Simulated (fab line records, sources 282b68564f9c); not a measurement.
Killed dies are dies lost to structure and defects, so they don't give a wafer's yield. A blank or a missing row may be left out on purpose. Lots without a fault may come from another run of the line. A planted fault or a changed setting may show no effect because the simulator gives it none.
Which tool did it? | flow rit_cmos | 14 lots, 42 wafers sampled, at 5 steps of a route of 202

WHAT THE GAUGES READ, wafer by wafer
RIT_PRETRO_TW_MEAS_10. Usual: PRETRO_TW 474, standard deviation 6.
lot  | measured    | on            | PRETRO_TW   | flag
L193 | day 2 07:20 | film_metro-02 | 483 485 483 |
L194 | day 2 12:11 | film_metro-01 | 469 468 467 |
L196 | day 2 23:20 | film_metro-04 | 472 471 472 |
L198 | day 3 08:21 | film_metro-01 | 468 468 469 |
L200 | day 3 19:19 | film_metro-04 | 469 470 471 |
L204 | day 4 14:37 | film_metro-02 | 480 484 479 |
L205 | day 4 20:05 | film_metro-04 | 470 470 470 |
L210 | day 5 20:53 | film_metro-04 | 474 471 473 |
L211 | day 6 02:10 | film_metro-02 | 477 480 478 |
L212 | day 6 08:18 | film_metro-04 | 469 466 470 |
L213 | day 6 16:27 | film_metro-04 | 472 470 468 |
L214 | day 6 18:26 | film_metro-02 | 481 479 481 |
L215 | day 6 23:46 | film_metro-02 | 477 480 478 |
L216 | day 7 07:07 | film_metro-04 | 466 468 464 |

RIT_SPACER_THK_MEAS_04. Usual: SPACER_NITRIDE_THK 250.7 nm, standard deviation 2.8.
lot  | measured    | on            | SPACER_NITRIDE_THK (nm) | flag
L193 | day 2 21:55 | film_metro-04 | 252.0 253.8 252.0       |
L194 | day 3 03:01 | film_metro-01 | 250.9 250.3 251.2       |
L196 | day 3 14:21 | film_metro-01 | 265.4 266.2 266.4       | OFF
L198 | day 3 23:14 | film_metro-02 | 262.3 263.8 263.7       | OFF
L200 | day 4 11:26 | film_metro-04 | 249.9 249.4 251.9       |
L204 | day 5 07:06 | film_metro-01 | 252.2 253.4 252.7       |
L205 | day 5 10:01 | film_metro-04 | 252.9 254.7 254.6       |
L210 | day 6 13:20 | film_metro-01 | 251.3 250.3 252.9       |
L211 | day 6 20:01 | film_metro-01 | 243.5 243.7 245.0       |
L212 | day 6 22:25 | film_metro-02 | 247.3 249.6 247.4       |
L213 | day 7 10:29 | film_metro-01 | 251.7 253.4 254.5       |
L214 | day 7 10:47 | film_metro-02 | 249.6 250.1 251.3       |
L215 | day 7 17:30 | film_metro-02 | 249.5 249.3 247.6       |
L216 | day 7 23:43 | film_metro-04 | 247.2 247.2 244.7       |

RIT_CONTACT_THK_MEAS_01. Usual: CONTACT_TEOS_THK 400 nm, standard deviation 5.6.
lot  | measured    | on            | CONTACT_TEOS_THK (nm) | flag
L193 | day 3 02:32 | film_metro-03 | 397 406 399           |
L194 | day 3 08:09 | film_metro-02 | 409 400 408           |
L196 | day 3 18:59 | film_metro-02 | 395 397 398           |
L198 | day 4 04:21 | film_metro-03 | 400 405 410           |
L200 | day 4 16:23 | film_metro-02 | 397 395 404           |
L204 | day 5 11:46 | film_metro-04 | 400 408 406           |
L205 | day 5 14:43 | film_metro-03 | 401 408 407           |
L210 | day 6 18:07 | film_metro-03 | 393 402 404           |
L211 | day 7 01:10 | film_metro-03 | 393 400 399           |
L212 | day 7 03:04 | film_metro-04 | 388 393 399           |
L213 | day 7 15:20 | film_metro-03 | 395 397 402           |
L214 | day 7 15:26 | film_metro-04 | 396 401 402           |
L215 | day 7 22:45 | film_metro-02 | 391 395 400           |
L216 | day 8 04:24 | film_metro-02 | 392 400 407           |

WHICH TOOL RAN EACH LOT (tool, then ch and the chambers of the sampled wafers, then the start)
lot  | RIT_SPACER_CVD_03          | RIT_SILICIDE_RTA_04
L193 | lpcvd-01 ch 0, day 2 19:59 | rtp_anneal-01 ch 0, day 3 02:16
L194 | lpcvd-02 ch 1, day 3 00:08 | rtp_anneal-02 ch 0, day 3 07:56
L196 | lpcvd-02 ch 1, day 3 12:26 | rtp_anneal-02 ch 0, day 3 18:42
L198 | lpcvd-02 ch 1, day 3 21:19 | rtp_anneal-02 ch 0, day 4 04:05
L200 | lpcvd-01 ch 1, day 4 09:30 | rtp_anneal-02 ch 0, day 4 16:10
L204 | lpcvd-01 ch 1, day 5 04:13 | rtp_anneal-02 ch 0, day 5 11:32
L205 | lpcvd-01 ch 1, day 5 08:05 | rtp_anneal-01 ch 0, day 5 14:29
L210 | lpcvd-02 ch 1, day 6 11:24 | rtp_anneal-02 ch 0, day 6 17:54
L211 | lpcvd-02 ch 1, day 6 18:05 | rtp_anneal-02 ch 0, day 7 00:56
L212 | lpcvd-02 ch 0, day 6 20:30 | rtp_anneal-01 ch 0, day 7 02:50
L213 | lpcvd-02 ch 0, day 7 08:34 | rtp_anneal-01 ch 0, day 7 15:06
L214 | lpcvd-01 ch 0, day 7 08:52 | rtp_anneal-02 ch 0, day 7 15:13
L215 | lpcvd-02 ch 0, day 7 15:34 | rtp_anneal-02 ch 0, day 7 22:31
L216 | lpcvd-01 ch 1, day 7 21:47 | rtp_anneal-01 ch 0, day 8 04:11
- RIT_SPACER_CVD_03: deposits Si3N4 from SiH2Cl2/NH3, target thk 250 nm, time 3300 s.
- RIT_SILICIDE_RTA_04: time 10 s, ramp up 5 s, ramp down 5 s.

WHAT THE TOOLS THEMSELVES READ (means of the sampled wafers that have a number; where no wafer has one, the mark that the record gives instead)
RIT_SPACER_CVD_03. Usual: pressure_mtorr 300.2 mTorr, standard deviation 0.58; sih2cl2_flow_sccm 59.96 sccm, standard deviation 0.19; zone_power_centre_pct 38.9 %, standard deviation 2.6; zone_power_load_pct 21.7 %, standard deviation 1.3.
lot  | tool     | pressure_mtorr (mTorr) | sih2cl2_flow_sccm (sccm) | zone_power_centre_pct (%) | zone_power_load_pct (%) | flag
L193 | lpcvd-01 | 300.5                  | 60.13                    | 33.3                      | 22.0                    |
L194 | lpcvd-02 | 299.7                  | 60.13                    | 38.1                      | 19.8                    |
L196 | lpcvd-02 | 360.6                  | 60.24                    | 38.6                      | 19.8                    | OFF
L198 | lpcvd-02 | 360.7                  | 59.87                    | 38.6                      | 19.8                    | OFF
L200 | lpcvd-01 | 300.7                  | 60.07                    | 42.0                      | 23.2                    |
L204 | lpcvd-01 | 300.0                  | 59.91                    | 41.7                      | 23.5                    |
L205 | lpcvd-01 | 299.8                  | 59.85                    | 42.1                      | 23.3                    |
L210 | lpcvd-02 | 300.6                  | 59.83                    | 38.9                      | 20.0                    |
L211 | lpcvd-02 | 300.9                  | 60.03                    | 38.9                      | 19.7                    |
L212 | lpcvd-02 | 299.6                  | 60.03                    | 38.9                      | 21.7                    |
L213 | lpcvd-02 | 300.1                  | 60.21                    | 38.7                      | 21.6                    |
L214 | lpcvd-01 | 299.3                  | 59.87                    | 33.6                      | 21.7                    |
L215 | lpcvd-02 | 300.4                  | 59.55                    | 38.1                      | 21.5                    |
L216 | lpcvd-01 | 299.8                  | 60.09                    | 41.9                      | 23.5                    |

RIT_SILICIDE_RTA_04. Usual: wafer_temp_C_max 653.0, standard deviation 0.85.
lot  | tool          | wafer_temp_C_max | flag
L193 | rtp_anneal-01 | 653.2            |
L194 | rtp_anneal-02 | 653.4            |
L196 | rtp_anneal-02 | 652.2            |
L198 | rtp_anneal-02 | 652.9            |
L200 | rtp_anneal-02 | 652.9            |
L204 | rtp_anneal-02 | 652.6            |
L205 | rtp_anneal-01 | 652.9            |
L210 | rtp_anneal-02 | 651.9            |
L211 | rtp_anneal-02 | 652.2            |
L212 | rtp_anneal-01 | 654.3            |
L213 | rtp_anneal-01 | 652.8            |
L214 | rtp_anneal-02 | 652.4            |
L215 | rtp_anneal-02 | 652.8            |
L216 | rtp_anneal-01 | 653.3            |

THE ANSWER, worked out from the rows above alone
Rule: a lot is off if the mean of its wafers that have a number lies more than 3 standard deviations from the usual mean. A lot without any number at a reading at which 4 lots or more have one is off too. The other lots that the step has rows for count as sound. The gauges are gone through in route order, then the tools' own readings, and for those a lot's mean is taken as printed above. The first step at which some lot is off is used, and at that step the reading that is off furthest; a lot without a number counts as furthest.
Off: L196, L198, at RIT_SPACER_THK_MEAS_04 (SPACER_NITRIDE_THK).
A tool fits if, at a process step before that reading, it ran every lot that is off, and no sound lot after the first of them. The gauges at RIT_SPACER_THK_MEAS_04 aren't tried: what is off there is off at RIT_SPACER_CVD_03 too, on other tools, and a gauge's error can't cause that. None of those tried fits.

WHAT THE SIMULATOR HAD PUT IN
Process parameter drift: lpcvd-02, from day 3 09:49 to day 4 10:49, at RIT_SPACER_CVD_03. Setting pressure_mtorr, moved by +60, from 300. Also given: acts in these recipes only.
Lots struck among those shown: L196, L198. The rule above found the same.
